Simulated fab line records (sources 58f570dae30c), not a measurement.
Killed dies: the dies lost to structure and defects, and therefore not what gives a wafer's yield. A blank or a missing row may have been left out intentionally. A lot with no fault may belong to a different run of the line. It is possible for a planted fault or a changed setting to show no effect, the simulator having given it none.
fab line records	flow berkeleyCmos170
record: lots: 6	wafers: 18	lastDay: 12
route steps=331 shown CONTACT@226 M1@238 V1@254 M3@331
lots that met no fault: from a run of the same line without faults
startH: start of the lot's first displayed wafer, in hours after the record's first day	waitH: time in hours since the lot's previous step	" as in the row above	L1.1+2: several wafers, shown together as one row	- value missing, or start not given	* or withheld: withheld	< > ~ a bound
route shown NAME@n: names a module that has steps shown in the file, with the first one's number in the route	usual: mean/standard deviation of fault-free wafers	same: alike in all rows	chamber/n: place in a boat	sites: the reading at each site	_std_site: their standard deviation	_edge_site: mean of outer sites minus mean of inner sites	radiusMm: how far each site lies from the wafer's centre	mask NAME#n: copy n	behind: tool/chamber where the wafer was last shaped	hold: the reason the lot was held/the length of the hold in hours/how it ended	device: transistor that didn't switch, given as n, p or np	end of line: the tests these same wafers got at the end of their route	a step given without rows: its recipe and nothing more	killed: dies lost to structure and defects at the first sort, not the wafer's yield	map: shows each die of a wafer: x if killed, . if not, _ if none is there
set.NAME: the setting that was run; set.NAME@STEP: the one run at that earlier step	model.NAME: the simulator's own value behind a step, which no gauge read
lots seen at some steps along the route; tables by step, rows by wafer
services: the hour from which a tool's chamber was out of use, counted from the record's first day as startH (under 0 if before that day), plus the number of hours and why
== steps ==
step: UCB170_CONTACT_COAT_10
recipe: resist: KrF	spinRpm: 1500	resistThkNm: 900
step: UCB170_CONTACT_SOFTBAKE_11
recipe: resist: KrF	tempC: 130	timeS: 60
step: UCB170_CONTACT_EXPOSE_12
recipe: maskId: CONT	targetCdNm: 700	na: 0.5	sigmaOuter: 0.6	sourceShape: conventional	doseMj: 35
step: UCB170_CONTACT_PEB_13
recipe: pebTempC: 130	pebTimeS: withheld	resist: KrF
step: UCB170_CONTACT_DEVELOP_14
recipe: developer: TMAH	developTimeS: 45	resist: KrF	devTempC: 21
step: UCB170_CONTACT_CD_MEAS_15
recipe: targetCdNm: 700
usual: cdNm: 700.1/1.5
lot.wafer	tool	chamber	startH	waitH	cdNm
L428.2	cdSem-02	-	178.23	-	700.7
L428.5	"	-	"	"	699.9
L428.6	"	-	"	"	698.5
L427.1	cdSem-01	-	178.81	-	697.7
L427.2	"	-	"	"	698.9
L427.5	"	-	"	"	697.3
L436.3	cdSem-01	-	220.52	-	699.2
L436.4	"	-	"	"	698.2
L436.5	"	-	"	"	697.6
L437.2	cdSem-02	-	222.47	-	701.5
L437.3	"	-	"	"	700.6
L437.6	"	-	"	"	699.9
L439.2	cdSem-02	-	233.38	-	700.7
L439.5	"	-	"	"	699.5
L439.6	"	-	"	"	701.5
L443.1	cdSem-01	-	260.50	-	699.5
L443.3	"	-	"	"	698.4
L443.6	"	-	"	"	698.6
step: UCB170_CONTACT_OVL_MEAS_16
usual: CONTACT_OVL: 3/4.8
lot.wafer	tool	chamber	startH	waitH	CONTACT_OVL[nm]
L428.2	overlay-02	-	178.33	0.1	5
L428.5	"	-	"	"	-4
L428.6	"	-	"	"	-2
L427.1	overlay-02	-	178.93	0.1	3
L427.2	"	-	"	"	5
L427.5	"	-	"	"	7
L436.3	overlay-02	-	220.61	0.1	-8
L436.4	"	-	"	"	-6
L436.5	"	-	"	"	-3
L437.2	overlay-01	-	222.58	0.1	11
L437.3	"	-	"	"	6
L437.6	"	-	"	"	7
L439.2	overlay-02	-	233.49	0.1	-2
L439.5	"	-	"	"	6
L439.6	"	-	"	"	2
L443.1	overlay-01	-	260.62	0.1	0
L443.3	"	-	"	"	3
L443.6	"	-	"	"	2
step: UCB170_CONTACT_ETCH_17
recipe: chemistry: N2/H2	targetDepthA: withheld	overetchA: withheld	target: BARC	timeS: withheld	sourceW: 500	biasW: 100	pressureMtorr: 30	n2FlowSccm: 100	h2FlowSccm: 200
usual: drypumpMotorCurrentA: 5.8/0.37	oesProductAu: 1.003/0.014	throttleValvePct: 13.25/0.26
lot.wafer	tool	chamber	startH	waitH	drypumpMotorCurrentA	oesProductAu	throttleValvePct
L428.2	rieDiel-02	3	178.36	0.0	5.9	1.006	13.66
L428.5	"	2	"	"	6.2	1.010	13.53
L428.6	"	3	"	"	5.9	1.000	13.65
L427.1	rieDiel-01	1	178.96	0.0	5.9	1.008	13.03
L427.2	"	3	"	"	5.5	1.010	13.26
L427.5	"	2	"	"	6.4	1.016	12.92
L436.3	rieDiel-02	1	220.64	0.0	6.0	0.980	13.38
L436.4	"	0	"	"	5.0	1.023	13.50
L436.5	"	0	"	"	5.1	1.026	13.52
L437.2	rieDiel-04	1	222.61	0.0	5.9	0.996	13.04
L437.3	"	0	"	"	5.4	0.976	12.99
L437.6	"	1	"	"	5.9	1.002	13.03
L439.2	rieDiel-02	2	233.52	0.0	6.2	1.003	13.51
L439.5	"	2	"	"	6.2	1.019	13.50
L439.6	"	3	"	"	5.9	1.015	13.67
L443.1	rieDiel-01	2	260.66	0.0	6.4	1.024	12.95
L443.3	"	0	"	"	5.3	1.015	13.31
L443.6	"	2	"	"	6.4	1.013	12.94
step: UCB170_CONTACT_ETCH_18
recipe: chemistry: CHF3/CF4/Ar	target: PSG	stopOn: TiSi2	CHF3_flow_sccm: 45	cf4FlowSccm: 15	Ar_flow_sccm: 150	pressureMtorr: 200	rfW: 700	targetDepthA: 8400	overEtchFrac: 0.2	timeS: 195
step: UCB170_CONTACT_STRIP_19
recipe: chemistry: O2	powerW: 400	pressureMtorr: 3500	platenTempC: withheld	o2FlowSccm: 400	overashFraction: 0.5
usual: drypumpMotorCurrentA: 5.6/0.47	oesProductAu: 0.725/0.0047
lot.wafer	tool	chamber	startH	waitH	drypumpMotorCurrentA	oesProductAu	rfHoursCounterH
L428.2	plasmaAsher-04	0	178.53	-	5.9	0.727	48
L428.5	"	0	"	"	5.9	0.724	-
L428.6	"	1	"	"	5.0	0.722	-
L427.1	plasmaAsher-04	0	179.13	-	5.9	0.727	48
L427.2	"	1	"	"	5.0	0.719	48
L427.5	"	0	"	"	5.9	0.727	-
L436.3	plasmaAsher-03	0	220.84	-	5.6	0.717	-
L436.4	"	1	"	"	5.5	0.724	-
L436.5	"	1	"	"	5.5	0.722	-
L437.2	plasmaAsher-01	1	222.78	-	6.5	0.723	12
L437.3	"	0	"	"	5.9	0.726	-
L437.6	"	1	"	"	6.5	0.724	-
L439.2	plasmaAsher-04	0	233.68	-	5.9	0.718	55
L439.5	"	0	"	"	5.9	0.719	-
L439.6	"	1	"	"	5.0	0.720	-
L443.1	plasmaAsher-04	1	260.82	-	5.0	0.727	58
L443.3	"	1	"	"	5.0	0.725	-
L443.6	"	1	"	"	5.0	0.729	-
step: UCB170_CONTACT_CD_MEAS_90
recipe: targetCdNm: 700
usual: cdNm: 700.1/1.5
lot.wafer	tool	chamber	startH	waitH	cdNm
L428.2	cdSem-01	-	178.65	0.1	701.8
L428.5	"	-	"	"	699.5
L428.6	"	-	"	"	698.4
L427.1	cdSem-01	-	179.23	0.1	698.6
L427.2	"	-	"	"	698.8
L427.5	"	-	"	"	697.8
L436.3	cdSem-02	-	220.94	0.1	699.6
L436.4	"	-	"	"	697.9
L436.5	"	-	"	"	697.5
L437.2	cdSem-02	-	222.90	0.1	702.0
L437.3	"	-	"	"	700.4
L437.6	"	-	"	"	699.1
L439.2	cdSem-02	-	233.80	0.1	699.5
L439.5	"	-	"	"	700.0
L439.6	"	-	"	"	700.6
L443.1	cdSem-02	-	260.92	0.1	698.7
L443.3	"	-	"	"	697.5
L443.6	"	-	"	"	698.3
step: UCB170_CONTACT_CLEAN_20
recipe: chemistry: SPM	tempC: 120	timeS: 600
step: UCB170_M1_SPUTTER_00
recipe: material: Al	targetThkNm: 600	timeS: 80	powerW: 6000	chamberPressurePa: 0.5
usual: throttleValvePct: 30.8/1.1
lot.wafer	tool	chamber	startH	waitH	throttleValvePct	model.Al_of_M1_SPUTTER_00.thkNm
L428.2	pvdSputter-01	-	178.92	0.0	29.5	594.5
L428.5	"	-	"	"	31.5	602.5
L428.6	"	-	"	"	32.1	598.2
L427.1	pvdSputter-03	-	179.52	0.0	31.5	601.4
L427.2	"	-	"	"	28.9	604.4
L427.5	"	-	"	"	31.3	605
L436.3	pvdSputter-03	-	221.20	0.0	29.1	776.6
L436.4	"	-	"	"	31.5	772.5
L436.5	"	-	"	"	29.1	778.5
L437.2	pvdSputter-03	-	223.17	0.0	29.0	778.5
L437.3	"	-	"	"	32.7	782
L437.6	"	-	"	"	29.0	777.4
L439.2	pvdSputter-01	-	234.08	0.0	29.8	607.5
L439.5	"	-	"	"	32.3	604.4
L439.6	"	-	"	"	29.3	608
L443.1	pvdSputter-02	-	261.22	0.0	31.5	600.3
L443.3	"	-	"	"	30.3	605.6
L443.6	"	-	"	"	30.1	602.1
step: UCB170_M1_RS_MEAS_01
recipe: thkMeasGauge: four-point-probe	reads: Al_of_M1_SPUTTER_00
usual: M1_AL_RS: 0.0485/0.00049
lot.wafer	tool	chamber	startH	waitH	M1_AL_RS[ohm/sq]
L428.2	filmMetro-04	-	179.01	0.1	0.0489
L428.5	"	-	"	"	0.0483
L428.6	"	-	"	"	0.0487
L427.1	filmMetro-01	-	179.59	0.0	0.0483
L427.2	"	-	"	"	0.0482
L427.5	"	-	"	"	0.0480
L436.3	filmMetro-02	-	221.31	0.1	0.0374
L436.4	"	-	"	"	0.0376
L436.5	"	-	"	"	0.0373
L437.2	filmMetro-04	-	223.25	0.1	0.0372
L437.3	"	-	"	"	0.0371
L437.6	"	-	"	"	0.0373
L439.2	filmMetro-04	-	234.16	0.1	0.0480
L439.5	"	-	"	"	0.0482
L439.6	"	-	"	"	0.0479
L443.1	filmMetro-02	-	261.28	0.0	0.0485
L443.3	"	-	"	"	0.0482
L443.6	"	-	"	"	0.0484
step: UCB170_M1_THK_MEAS_02
recipe: thkMeasGauge: xrf	reads: Al_of_M1_SPUTTER_00
usual: M1_AL_THK: 597/6.9
lot.wafer	tool	chamber	startH	waitH	M1_AL_THK[nm]
L428.2	filmMetro-04	-	179.12	0.1	593
L428.5	"	-	"	"	603
L428.6	"	-	"	"	598
L427.1	filmMetro-01	-	179.71	0.1	594
L427.2	"	-	"	"	600
L427.5	"	-	"	"	600
L436.3	filmMetro-02	-	221.41	0.1	769
L436.4	"	-	"	"	769
L436.5	"	-	"	"	770
L437.2	filmMetro-04	-	223.36	0.1	779
L437.3	"	-	"	"	781
L437.6	"	-	"	"	780
L439.2	filmMetro-04	-	234.27	0.1	603
L439.5	"	-	"	"	608
L439.6	"	-	"	"	610
L443.1	filmMetro-02	-	261.40	0.1	597
L443.3	"	-	"	"	603
L443.6	"	-	"	"	600
step: UCB170_M1_COAT_03
recipe: resist: BARC	tempC: withheld	timeS: withheld	spinRpm: 3000	resistThkNm: withheld
step: UCB170_M1_COAT_04
recipe: resist: KrF	spinRpm: 1500	resistThkNm: 900
step: UCB170_M1_SOFTBAKE_05
recipe: resist: KrF	tempC: 130	timeS: 60
step: UCB170_M1_EXPOSE_06
recipe: maskId: METAL1	targetCdNm: 700	na: 0.5	sigmaOuter: 0.6	sourceShape: conventional	doseMj: 21
step: UCB170_M1_PEB_07
recipe: pebTempC: 130	pebTimeS: withheld	resist: KrF
step: UCB170_M1_DEVELOP_08
recipe: developer: TMAH	developTimeS: 45	resist: KrF	devTempC: 21
step: UCB170_M1_CD_MEAS_09
recipe: targetCdNm: 700
usual: cdNm: 699.7/1.3
lot.wafer	tool	chamber	startH	waitH	cdNm
L428.2	cdSem-01	-	180.48	-	701.9
L428.5	"	-	"	"	701.5
L428.6	"	-	"	"	701.4
L427.1	cdSem-01	-	181.01	-	699.0
L427.2	"	-	"	"	699.5
L427.5	"	-	"	"	700.0
L436.3	cdSem-01	-	222.66	-	700.7
L436.4	"	-	"	"	700.1
L436.5	"	-	"	"	700.7
L437.2	cdSem-01	-	224.48	-	700.1
L437.3	"	-	"	"	700.2
L437.6	"	-	"	"	701.0
L439.2	cdSem-01	-	235.69	-	701.1
L439.5	"	-	"	"	700.6
L439.6	"	-	"	"	701.3
L443.1	cdSem-01	-	262.61	-	695.7
L443.3	"	-	"	"	697.7
L443.6	"	-	"	"	698.0
step: UCB170_M1_OVL_MEAS_10
usual: M1_OVL: -1/5.1
lot.wafer	tool	chamber	startH	waitH	M1_OVL[nm]
L428.2	overlay-02	-	180.58	0.1	-7
L428.5	"	-	"	"	8
L428.6	"	-	"	"	-3
L427.1	overlay-01	-	181.13	0.1	-2
L427.2	"	-	"	"	-3
L427.5	"	-	"	"	-1
L436.3	overlay-01	-	222.76	0.1	4
L436.4	"	-	"	"	1
L436.5	"	-	"	"	4
L437.2	overlay-02	-	224.58	0.1	8
L437.3	"	-	"	"	6
L437.6	"	-	"	"	3
L439.2	overlay-02	-	235.80	0.1	2
L439.5	"	-	"	"	-8
L439.6	"	-	"	"	-7
L443.1	overlay-02	-	262.73	0.1	2
L443.3	"	-	"	"	-1
L443.6	"	-	"	"	8
step: UCB170_M1_ETCH_11
recipe: chemistry: N2/H2	targetDepthA: withheld	overetchA: withheld	target: BARC	timeS: withheld	sourceW: 500	biasW: 100	pressureMtorr: 30	n2FlowSccm: 100	h2FlowSccm: 200
usual: drypumpMotorCurrentA: 5.7/0.4	oesProductAu: 1.004/0.016	throttleValvePct: 13.19/0.2
lot.wafer	tool	chamber	startH	waitH	drypumpMotorCurrentA	oesProductAu	throttleValvePct
L428.2	rieDiel-04	1	180.61	0.0	5.9	1.001	13.06
L428.5	"	1	"	"	5.9	0.998	13.06
L428.6	"	0	"	"	5.4	0.976	12.98
L427.1	rieDiel-01	1	181.16	0.0	5.9	1.010	13.03
L427.2	"	2	"	"	6.4	1.013	12.94
L427.5	"	0	"	"	5.3	1.007	13.32
L436.3	rieDiel-03	0	222.78	0.0	5.2	1.028	13.11
L436.4	"	3	"	"	5.8	0.980	13.13
L436.5	"	0	"	"	5.2	1.026	13.09
L437.2	rieDiel-01	3	224.61	0.0	5.5	0.998	13.27
L437.3	"	1	"	"	5.9	1.003	13.03
L437.6	"	2	"	"	6.3	1.019	12.95
L439.2	rieDiel-03	2	235.83	0.0	5.0	1.020	13.55
L439.5	"	0	"	"	5.2	1.025	13.09
L439.6	"	1	"	"	5.8	1.016	13.40
L443.1	rieDiel-03	2	262.76	0.0	5.0	1.021	13.55
L443.3	"	1	"	"	5.7	1.018	13.42
L443.6	"	3	"	"	5.8	0.973	13.12
step: UCB170_M1_METAL_ETCH_12
recipe: chemistry: Cl2/BCl3	target: Al	stopOn: PSG	pressureMtorr: 12	targetDepthA: 7800	overEtchFrac: 0.3	timeS: 130	icpW: 600	biasW: 120	Cl2_flow_sccm: 90	bcl3FlowSccm: 45
usual: drypumpMotorCurrentA: 5.7/0.42	oesProductAu: 0.853/0.017	throttleValvePct: 24.38/0.13
same: timeS: 130
lot.wafer	tool	chamber	startH	waitH	drypumpMotorCurrentA	oesProductAu	rfHoursCounterH	throttleValvePct
L428.2	rieMetal-02	1	180.66	-	5.2	0.857	1	24.67
L428.5	"	1	"	"	5.2	0.847	-	24.66
L428.6	"	0	"	"	5.3	0.840	-	24.31
L427.1	rieMetal-03	1	181.20	-	6.3	0.875	4	24.34
L427.2	"	0	"	"	6.1	0.835	1	24.34
L427.5	"	1	"	"	6.2	0.867	-	24.35
L436.3	rieMetal-03	0	222.87	-	6.1	0.957	-	24.28
L436.4	"	1	"	"	6.2	1.007	-	24.28
L436.5	"	1	"	"	6.3	1.016	-	24.30
L437.2	rieMetal-03	0	224.65	-	6.1	0.961	3	24.29
L437.3	"	1	"	"	6.2	1.003	-	24.29
L437.6	"	0	"	"	6.1	0.957	-	24.29
L439.2	rieMetal-02	0	235.87	-	5.2	0.846	8	24.32
L439.5	"	0	"	"	5.2	0.848	-	24.32
L439.6	"	1	"	"	5.2	0.867	-	24.65
L443.1	rieMetal-03	1	262.80	-	6.3	0.865	6	24.34
L443.3	"	1	"	"	6.3	0.875	-	24.34
L443.6	"	1	"	"	6.3	0.872	-	24.34
step: UCB170_M1_STRIP_13
recipe: chemistry: O2	powerW: 400	pressureMtorr: 3500	platenTempC: withheld	o2FlowSccm: 400	overashFraction: 0.5
step: UCB170_M1_CD_MEAS_90
recipe: targetCdNm: 700
usual: cdNm: 699.5/2.5
lot.wafer	tool	chamber	startH	waitH	cdNm
L428.2	cdSem-02	-	180.91	0.1	704.8
L428.5	"	-	"	"	702.6
L428.6	"	-	"	"	700.9
L427.1	cdSem-02	-	181.44	0.1	698.8
L427.2	"	-	"	"	699.4
L427.5	"	-	"	"	698.8
L436.3	cdSem-01	-	223.10	0.1	700.7
L436.4	"	-	"	"	698.7
L436.5	"	-	"	"	698.0
L437.2	cdSem-02	-	224.91	0.1	699.1
L437.3	"	-	"	"	700.4
L437.6	"	-	"	"	701.5
L439.2	cdSem-01	-	236.13	0.1	703.1
L439.5	"	-	"	"	703.6
L439.6	"	-	"	"	702.9
L443.1	cdSem-01	-	263.04	0.1	694.1
L443.3	"	-	"	"	694.4
L443.6	"	-	"	"	695.1
step: UCB170_M1_ANNEAL_14
recipe: tempC: 400	timeS: 1200	ambient: formingGas
step: UCB170_V1_CVD_00
recipe: material: SiO2	targetThkNm: 2000	tempC: 390	precursor: TEOS/O2	timeS: 250	rfW: 550	pressureMtorr: 9000
usual: heaterPowerW: 255/58
same: timeS: 250
lot.wafer	tool	chamber	startH	waitH	heaterPowerW
L427.1	pecvd-02	2	184.12	0.0	156
L427.2	"	0	"	"	262
L427.5	"	2	"	"	202
L428.2	pecvd-01	0	184.20	0.1	319
L428.5	"	0	"	"	228
L428.6	"	0	"	"	300
L436.3	pecvd-01	0	228.85	0.0	253
L436.4	"	1	"	"	277
L436.5	"	2	"	"	278
L437.2	pecvd-03	0	228.85	0.0	244
L437.3	"	1	"	"	338
L437.6	"	0	"	"	168
L439.2	pecvd-03	1	240.45	0.0	319
L439.5	"	0	"	"	237
L439.6	"	2	"	"	273
L443.1	pecvd-01	2	266.37	0.0	233
L443.3	"	0	"	"	288
L443.6	"	2	"	"	283
step: UCB170_V1_THK_MEAS_01
recipe: reads: SiO2_of_V1_CVD_00
usual: V1_TEOS_THK: 1996/27
lot.wafer	tool	chamber	startH	waitH	V1_TEOS_THK[nm]
L427.1	filmMetro-01	-	184.28	0.1	1975
L427.2	"	-	"	"	2039
L427.5	"	-	"	"	2015
L428.2	filmMetro-03	-	184.60	0.3	1976
L428.5	"	-	"	"	1976
L428.6	"	-	"	"	1964
L437.2	filmMetro-01	-	229.02	0.1	1963
L437.3	"	-	"	"	1965
L437.6	"	-	"	"	1991
L436.3	filmMetro-03	-	229.03	0.1	1969
L436.4	"	-	"	"	2017
L436.5	"	-	"	"	2018
L439.2	filmMetro-01	-	240.66	0.1	1974
L439.5	"	-	"	"	1992
L439.6	"	-	"	"	2008
L443.1	filmMetro-03	-	266.56	0.1	1962
L443.3	"	-	"	"	1968
L443.6	"	-	"	"	1993
step: UCB170_V1_CMP_02
recipe: material: SiO2	downForcePsi: 6	platenRpm: 60	padVelocityMS: 0.75398
usual: motorCurrentA: 15.7/1.2
lot.wafer	tool	chamber	startH	waitH	motorCurrentA
L427.2	cmp-01	0	184.34	0.0	14.4
L427.1	"	2	"	"	17.2
L427.5	"	1	"	"	16.3
L428.2	cmp-02	1	184.75	0.1	17.1
L428.6	"	3	"	"	15.5
L428.5	"	0	"	"	14.0
L436.3	cmp-01	2	229.12	0.1	16.4
L436.4	"	0	"	"	14.3
L436.5	"	2	"	"	16.8
L437.2	cmp-02	2	229.17	0.1	13.7
L437.3	"	3	"	"	16.5
L437.6	"	0	"	"	14.3
L439.2	cmp-02	1	240.98	0.3	17.6
L439.6	"	1	"	"	17.0
L439.5	"	2	"	"	13.9
L443.3	cmp-02	0	266.99	0.4	14.4
L443.1	"	1	"	"	17.6
L443.6	"	2	"	"	13.1
step: UCB170_V1_BOW_MEAS_03
recipe: mode: bow
usual: V1_BOW: 18/6.9
lot.wafer	tool	chamber	startH	waitH	V1_BOW[um]
L427.1	filmMetro-01	-	184.64	0.1	31
L427.2	"	-	"	"	26
L427.5	"	-	"	"	7
L428.2	filmMetro-03	-	184.97	0.2	19
L428.5	"	-	"	"	15
L428.6	"	-	"	"	13
L437.2	filmMetro-02	-	229.39	0.2	10
L437.3	"	-	"	"	33
L437.6	"	-	"	"	14
L436.3	filmMetro-01	-	229.41	0.2	15
L436.4	"	-	"	"	24
L436.5	"	-	"	"	20
L439.2	filmMetro-02	-	241.30	0.3	17
L439.5	"	-	"	"	9
L439.6	"	-	"	"	19
L443.1	filmMetro-02	-	267.19	0.1	25
L443.3	"	-	"	"	13
L443.6	"	-	"	"	22
step: UCB170_V1_THK_MEAS_04
recipe: reads: SiO2_of_V1_CVD_00
usual: V1_POLISHED_THK: 1000.3/1
lot.wafer	tool	chamber	startH	waitH	V1_POLISHED_THK[nm]
L427.1	filmMetro-01	-	184.76	0.1	1000.1
L427.2	"	-	"	"	999.4
L427.5	"	-	"	"	1000.5
L428.2	filmMetro-03	-	185.08	0.1	1000.5
L428.5	"	-	"	"	1000.5
L428.6	"	-	"	"	1001.0
L437.2	filmMetro-02	-	229.50	0.1	1001.0
L437.3	"	-	"	"	999.1
L437.6	"	-	"	"	999.5
L436.3	filmMetro-01	-	229.51	0.1	999.7
L436.4	"	-	"	"	1001.6
L436.5	"	-	"	"	999.0
L439.2	filmMetro-02	-	241.41	0.1	1001.8
L439.5	"	-	"	"	998.6
L439.6	"	-	"	"	1000.2
L443.1	filmMetro-02	-	267.31	0.1	1000.4
L443.3	"	-	"	"	1002.1
L443.6	"	-	"	"	999.6
step: UCB170_V1_CLEAN_05
recipe: chemistry: DIW
step: UCB170_V1_HMDS_06
recipe: primeTimeS: 60	primeTempC: 100
step: UCB170_V1_COAT_07
recipe: resist: KrF	spinRpm: 1500	resistThkNm: 900
step: UCB170_V1_SOFTBAKE_08
recipe: resist: KrF	tempC: 130	timeS: 60
step: UCB170_V1_EXPOSE_09
recipe: maskId: VIA1	targetCdNm: 700	na: 0.5	sigmaOuter: 0.6	sourceShape: conventional	doseMj: 37
step: UCB170_V1_PEB_10
recipe: pebTempC: 130	pebTimeS: withheld	resist: KrF
step: UCB170_V1_DEVELOP_11
recipe: developer: TMAH	developTimeS: 45	resist: KrF	devTempC: 21
step: UCB170_V1_CD_MEAS_12
recipe: targetCdNm: 700
usual: cdNm: 700.4/1.5
lot.wafer	tool	chamber	startH	waitH	cdNm
L427.1	cdSem-02	-	186.21	-	700.7
L427.2	"	-	"	"	701.4
L427.5	"	-	"	"	701.8
L428.2	cdSem-02	-	187.40	-	701.4
L428.5	"	-	"	"	701.1
L428.6	"	-	"	"	702.7
L436.3	cdSem-01	-	230.74	-	702.4
L436.4	"	-	"	"	701.5
L436.5	"	-	"	"	700.9
L437.2	cdSem-02	-	230.92	-	701.9
L437.3	"	-	"	"	701.8
L437.6	"	-	"	"	702.5
L439.2	cdSem-01	-	242.75	-	697.8
L439.5	"	-	"	"	698.9
L439.6	"	-	"	"	697.6
L443.1	cdSem-01	-	269.01	-	700.0
L443.3	"	-	"	"	699.9
L443.6	"	-	"	"	700.4
step: UCB170_V1_OVL_MEAS_13
usual: V1_OVL: -1/6.1
lot.wafer	tool	chamber	startH	waitH	V1_OVL[nm]
L427.1	overlay-02	-	186.33	0.1	12
L427.2	"	-	"	"	2
L427.5	"	-	"	"	8
L428.2	overlay-02	-	187.51	0.1	-4
L428.5	"	-	"	"	0
L428.6	"	-	"	"	-5
L436.3	overlay-02	-	230.83	0.1	2
L436.4	"	-	"	"	-1
L436.5	"	-	"	"	9
L437.2	overlay-01	-	231.03	0.1	-1
L437.3	"	-	"	"	1
L437.6	"	-	"	"	-2
L439.2	overlay-01	-	242.86	0.1	-1
L439.5	"	-	"	"	-14
L439.6	"	-	"	"	-8
L443.1	overlay-02	-	269.13	0.1	-8
L443.3	"	-	"	"	-17
L443.6	"	-	"	"	-14
step: UCB170_V1_ETCH_14
recipe: chemistry: CHF3/CF4/Ar	target: SiO2	stopOn: Al	CHF3_flow_sccm: 45	cf4FlowSccm: 15	Ar_flow_sccm: 150	pressureMtorr: 200	rfW: 700	targetDepthA: 12500	overEtchFrac: 0.25	timeS: 291
usual: drypumpMotorCurrentA: 5.6/0.42	oesProductAu: 0.878/0.015	throttleValvePct: 6.96/0.13
same: timeS: 291
lot.wafer	tool	chamber	startH	waitH	drypumpMotorCurrentA	oesProductAu	rfHoursCounterH	throttleValvePct	model.Al_of_M1_SPUTTER_00.thkNm
L427.1	rieDiel-03	0	186.36	0.0	5.2	0.890	37	6.78	601.4
L427.2	"	1	"	"	5.8	0.891	8	7.04	604.4
L427.5	"	3	"	"	5.8	0.851	-	6.83	604.7
L428.2	rieDiel-02	0	187.54	0.0	5.1	0.895	112	7.09	594.5
L428.5	"	1	"	"	6.0	0.868	-	6.97	602.5
L428.6	"	2	"	"	6.2	0.882	-	7.12	598.1
L436.3	rieDiel-02	3	230.85	0.0	5.9	0.871	84	7.12	776.6
L436.4	"	2	"	"	6.2	0.889	-	7.11	772.5
L436.5	"	1	"	"	6.0	0.863	-	6.99	778.5
L437.2	rieDiel-01	3	231.06	0.0	5.5	0.871	1	6.94	778.4
L437.3	"	0	"	"	5.3	0.878	41	6.90	781.9
L437.6	"	0	"	"	5.3	0.869	-	6.91	777.4
L439.2	rieDiel-03	1	242.89	0.0	5.8	0.896	10	7.03	607.5
L439.5	"	1	"	"	5.8	0.888	-	7.04	604.4
L439.6	"	2	"	"	5.0	0.892	-	7.11	608
L443.1	rieDiel-02	2	269.17	0.0	6.2	0.879	12	7.12	600.2
L443.3	"	1	"	"	6.0	0.873	37	6.99	605.6
L443.6	"	1	"	"	6.0	0.866	-	6.99	602.1
step: UCB170_M3_PROBE_99
lot.wafer	tool	chamber	startH	waitH	model.etest.m1CombOverSteps.overLimit	model.etest.ring.overLimit	model.etest.pmos_0p35.overLimit	model.etest.nwell.short	model.etest.contactNplus.short	model.etest.ring.noRing	model.etest.nplusSal.short	model.etest.antennaM2.overLimit
L427.1+2+5	prober-01	-	198.14	0.1	0	0	0	0	0	0	0	0
L428.2+5+6	prober-02	-	198.96	0.1	0	0	0	0	0	0	0	0
L436.3+4+5	prober-01	-	240.75	0.2	1	1	0	0	0	0	0	0
L437.2	prober-02	-	241.11	0.1	1	1	0	0	0	0	0	0
L437.3+6	prober-02	-	241.16	0.2	0	1	1	1	1	1	1	1
L439.2+5+6	prober-02	-	255.75	0.1	0	0	0	0	0	0	0	0
L443.1+3+6	prober-02	-	278.71	0.1	0	0	0	0	0	0	0	0
killed by level:class
L427.1 FIELD:geometricParticle:short=1 SPACER:geometricParticle:short=1 M3:geometricParticle:short=1
L427.2 SILICIDE:geometricParticle:short=1
L427.5 GATE:geometricParticle:short=2 SACOX:geometricParticle:open=1 GATE:geometricParticle:open=1
L428.2 GATE:geometricParticle:open=2 M3:geometricParticle:short=2 FIELD:geometricParticle:open=1 GATE:geometricParticle:short=1 SILICIDE:geometricParticle:open=1
L428.5 SILICIDE:geometricParticle:open=1 M2:geometricParticle:short=1
L428.6 GATE:geometricParticle:open=1 GATE:geometricParticle:short=1 SILICIDE:geometricParticle:short=1 NWELL:areaEtch=1
L439.2 SACOX:geometricParticle:short=1 M1:geometricParticle:short=1 V1:geometricParticle:short=1 V2:geometricParticle:open=1
L439.5 SILICIDE:geometricParticle:open=1 M2:geometricParticle:short=1 GATE:coatMicrobubblePrinted=1 PWELL:areaEtch=1
L439.6 GATE:geometricParticle:open=2 PWELL:areaEtch=2 WELLDRIVE:geometricParticle:open=1 SCREENOX:geometricParticle:short=1 GATE:coatMicrobubblePrinted=1
L443.1 WELLDRIVE:geometricParticle:open=1 SACOX:geometricParticle:short=1 SPACER:geometricParticle:open=1 SILICIDE:geometricParticle:short=1
L443.3 GATE:geometricParticle:open=1 V2:geometricParticle:short=1
L443.6 PWELL:geometricParticle:short=1 WELLDRIVE:geometricParticle:short=1 M2:geometricParticle:open=1 M3:geometricParticle:short=1
== services ==
tool	chamber	startH	hours	kind
pvdSputter-01	-	156.48	4.7	repair
pecvd-01	1	161.03	4.3	repair
pecvd-03	1	163.52	12.8	repair
pecvd-01	1	172.24	20.4	repair
pecvd-01	-	173.63	0.8	pm
plasmaAsher-04	-	176.20	0.8	repair
cmp-01	-	177.26	0.6	repair
pecvd-01	2	177.82	9.6	repair
rieDiel-02	3	184.35	3.8	repair
cmp-01	-	192.50	2.1	repair
pvdSputter-03	-	194.08	2.1	repair
rieMetal-02	-	207.76	28.1	pm
rieDiel-02	3	210.18	4.5	repair
pecvd-01	-	213.23	4.3	pm
pvdSputter-03	-	215.29	3.3	repair
cmp-01	-	218.51	5.3	pm
rieDiel-03	0	218.82	1.9	repair
rieDiel-02	2	229.38	1.2	repair
rieDiel-02	0	229.98	8.6	repair
plasmaAsher-04	-	231.42	2.1	repair
cmp-02	-	232.00	4.0	pm
rieDiel-01	3	247.09	3.1	repair
cmp-02	-	253.40	0.8	repair
rieDiel-02	0	267.27	7.3	repair
== key ==
firstSign: step: UCB170_M1_RS_MEAS_01	reading: M1_AL_RS	direction: down	sigmas: 23	usual: 0.0485	struck: 0.0373
effect: step: UCB170_M1_THK_MEAS_02	reading: M1_AL_THK	direction: up	sigmas: 26	usual: 597	struck: 775
effect: step: UCB170_M1_METAL_ETCH_12	reading: oesProductAu	direction: up	sigmas: 7.5	usual: 0.853	struck: 0.984
modelEffect: step: UCB170_M1_SPUTTER_00	value: Al_of_M1_SPUTTER_00.thkNm	without: 601.3	struck: 777.6
modelEffect: step: UCB170_V1_ETCH_14	value: Al_of_M1_SPUTTER_00.thkNm	without: 601	struck: 777.4
modelEffect: step: UCB170_M3_PROBE_99	value: etest.m1CombOverSteps.overLimit	without: 0	struck: 1
metAt UCB170_M1_SPUTTER_00
struckWafers L436.3,L436.4,L436.5,L437.2,L437.3,L437.6
sortLeftOut L436.3,L436.4,L436.5,L437.2,L437.3,L437.6
onsetBetween 179.52 221.20
fault: kind: processParameterDrift	tool: pvdSputter-03	chamber: -	onsetH: 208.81	steps: UCB170_M1_SPUTTER_00	channel: timeS	offset: *	shape: step	endH: 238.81	actsIn: *	stated: *
sortLeftOut: the simulated sort isn't trusted on such a fault, so these wafers' sort isn't shown, and their yield isn't known
